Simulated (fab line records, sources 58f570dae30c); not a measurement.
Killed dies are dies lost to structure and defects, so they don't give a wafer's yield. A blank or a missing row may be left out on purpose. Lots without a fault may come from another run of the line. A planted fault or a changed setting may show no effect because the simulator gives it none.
Chamber matching | flow berkeley_cmos170 | UCB170_V1_CMP_02 on cmp-02: 4 sister chambers
The step polishes SiO2. 4 wafers are shown with their chamber, then 7 later ones without.

WAFERS WITH THEIR CHAMBER
wafer  | chamber | motor_current_A (A)
L751.5 | 1       | 14.5
L751.6 | 2       | 19.7
L764.1 | 0       | 16.6
L764.2 | 3       | 16.2

WAFERS WITHOUT THEIR CHAMBER
wafer  | motor_current_A (A)
L764.5 | 20.1
L767.1 | 14.1
L767.3 | 20.1
L767.6 | 16.3
L770.1 | 19.9
L770.2 | 15.8
L770.5 | 18.7

WHICH CHAMBER EACH WENT THROUGH
wafer  | from the rows above          | in truth
L764.5 | 2                            | 2
L767.1 | 1                            | 1
L767.3 | 2                            | 2
L767.6 | can't be placed: 3 or 0      | 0
L770.1 | 2                            | 2
L770.2 | can't be placed: 3 or 0 or 1 | 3
L770.5 | 2                            | 2
Placed correctly: 5 of 7. Can't be placed from these rows: 2 (the true chamber is among the candidates in 2). Placed wrongly: 0.
How it was worked out, from the rows above alone: a wafer's distance from a chamber is the root of the sum, over the readings, of the square of ((its reading less the chamber's mean) divided by the reading's scatter). The wafer belongs to the nearest chamber; if the next one is less than 2 further off, it can't be placed. A chamber's mean is the mean of its shown wafers. The scatter: with one shown wafer a chamber, the root of the mean of the squares of how far each hidden wafer lies from its nearest shown one.
